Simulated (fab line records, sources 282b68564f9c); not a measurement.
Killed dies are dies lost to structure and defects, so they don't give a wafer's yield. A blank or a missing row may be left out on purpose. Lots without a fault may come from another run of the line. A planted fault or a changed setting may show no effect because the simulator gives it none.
Which tool did it? | flow rit_cmos | 13 lots, 39 wafers sampled, at 2 steps of a route of 202

WHAT THE GAUGES READ, wafer by wafer
The record holds no reading of a measuring or inspecting step that can be judged against a usual standard deviation.

WHICH TOOL RAN EACH LOT (tool, then ch and the chambers of the sampled wafers, then the start)
lot  | RIT_SDANNEAL_RTA_03             | RIT_M1_PROBE_99
L952 | rtp_anneal-01 ch 0, day 3 07:20 | prober-01, day 3 15:03
L953 | rtp_anneal-02 ch 0, day 3 07:42 | prober-01, day 3 15:43
L954 | rtp_anneal-01 ch 0, day 3 11:38 | prober-01, day 3 18:59
L955 | rtp_anneal-02 ch 0, day 3 15:55 | prober-01, day 3 23:19
L956 | rtp_anneal-01 ch 0, day 3 22:26 | prober-01, day 4 05:59
L957 | rtp_anneal-02 ch 0, day 4 02:56 | prober-01, day 4 10:46
L958 | rtp_anneal-01 ch 0, day 4 07:40 | prober-01, day 4 16:04
L959 | rtp_anneal-02 ch 0, day 4 11:35 | prober-01, day 4 19:10
L966 | rtp_anneal-01 ch 0, day 5 23:55 | prober-01, day 6 07:39
L968 | rtp_anneal-01 ch 0, day 6 09:16 | prober-01, day 6 17:32
L971 | rtp_anneal-02 ch 0, day 7 00:45 | prober-01, day 7 09:26
L973 | rtp_anneal-02 ch 0, day 7 09:43 | prober-01, day 7 17:30
L975 | rtp_anneal-02 ch 0, day 7 20:36 | prober-01, day 8 04:04
- RIT_SDANNEAL_RTA_03: time 5 s.
- RIT_M1_PROBE_99

WHAT THE TOOLS THEMSELVES READ (means of the sampled wafers that have a number; where no wafer has one, the mark that the record gives instead)
RIT_SDANNEAL_RTA_03. Usual: ramp_down_c_per_s 171.00, standard deviation 0.029; wafer_temp_C_max 1053.6, standard deviation 1.2.
lot  | tool          | ramp_down_c_per_s | wafer_temp_C_max | flag
L952 | rtp_anneal-01 | 171.00            | 1052.0           |
L953 | rtp_anneal-02 | 170.98            | 1053.6           |
L954 | rtp_anneal-01 | 170.99            | 1053.0           |
L955 | rtp_anneal-02 | 170.99            | 1053.4           |
L956 | rtp_anneal-01 | 171.00            | 1053.6           |
L957 | rtp_anneal-02 | 171.01            | 1052.9           |
L958 | rtp_anneal-01 | 171.02            | 1053.6           |
L959 | rtp_anneal-02 | 171.00            | 1054.2           |
L966 | rtp_anneal-01 | 34.19             | 1053.7           | OFF
L968 | rtp_anneal-01 | 34.19             | 1053.6           | OFF
L971 | rtp_anneal-02 | 171.01            | 1053.9           |
L973 | rtp_anneal-02 | 171.00            | 1053.7           |
L975 | rtp_anneal-02 | 171.01            | 1052.7           |

RIT_M1_PROBE_99. Usual: killed_at_contacts 0.1, standard deviation 0.31; killed_at_front_end 7, standard deviation 3.1; killed_dies 7, standard deviation 3.1; killed_on_rim 1.8, standard deviation 1.4; killed_open 3.3, standard deviation 1.9; killed_short 3.3, standard deviation 2.
lot  | tool      | killed_at_contacts | killed_at_front_end | killed_dies | killed_on_rim | killed_open | killed_short | flag
L952 | prober-01 | 0.7                | 7                   | 8           | 1.3           | 2.3         | 4.7          |
L953 | prober-01 | 0.0                | 6                   | 6           | 0.7           | 2.7         | 3.7          |
L954 | prober-01 | 0.0                | 7                   | 7           | 2.3           | 4.0         | 3.0          |
L955 | prober-01 | 0.0                | 9                   | 9           | 2.3           | 3.3         | 5.7          |
L956 | prober-01 | 0.0                | 3                   | 3           | 1.7           | 1.7         | 1.7          |
L957 | prober-01 | 0.0                | 8                   | 8           | 1.7           | 4.7         | 3.3          |
L958 | prober-01 | 0.0                | 7                   | 7           | 2.0           | 3.0         | 4.0          |
L959 | prober-01 | 0.0                | 4                   | 4           | 1.0           | 2.3         | 2.0          |
L966 | prober-01 | 0.0                | 8                   | 8           | 1.3           | 2.7         | 5.0          |
L968 | prober-01 | 0.0                | 6                   | 6           | 1.7           | 3.0         | 3.3          |
L971 | prober-01 | 0.0                | 7                   | 7           | 2.7           | 4.3         | 3.0          |
L973 | prober-01 | 0.0                | 4                   | 4           | 1.0           | 2.3         | 1.3          |
L975 | prober-01 | 0.0                | 7                   | 7           | 1.7           | 2.3         | 4.3          |

THE ANSWER, worked out from the rows above alone
Rule: a lot is off if the mean of its wafers that have a number lies more than 3 standard deviations from the usual mean. A lot without any number at a reading at which 4 lots or more have one is off too. The other lots that the step has rows for count as sound. The gauges are gone through in route order, then the tools' own readings, and for those a lot's mean is taken as printed above. The first step at which some lot is off is used, and at that step the reading that is off furthest; a lot without a number counts as furthest.
Off: L966, L968, at RIT_SDANNEAL_RTA_03 (ramp_down_c_per_s).
A tool fits if, at that step or a process step before it, it ran every lot that is off, and no sound lot after the first of them. One fits: rtp_anneal-01 at RIT_SDANNEAL_RTA_03. Its last sound lot is L958 (day 4 07:40), its first lot that is off L966 (day 5 23:55): a fault that began between those two fits.
The tool's own readings at RIT_SDANNEAL_RTA_03 bear it out: on the lots that are off they differ by more than 5 times the standard deviation of the sound lots' means. ramp_down_c_per_s reads 34.19 there against 171.00 on the sound lots.

WHAT THE SIMULATOR HAD PUT IN
Process parameter drift: rtp_anneal-01, from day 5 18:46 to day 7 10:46, at RIT_SDANNEAL_RTA_03. Setting ramp_down_c_per_s, moved by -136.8, from 171.
Lots struck among those shown: L966, L968. The rule above found the same.
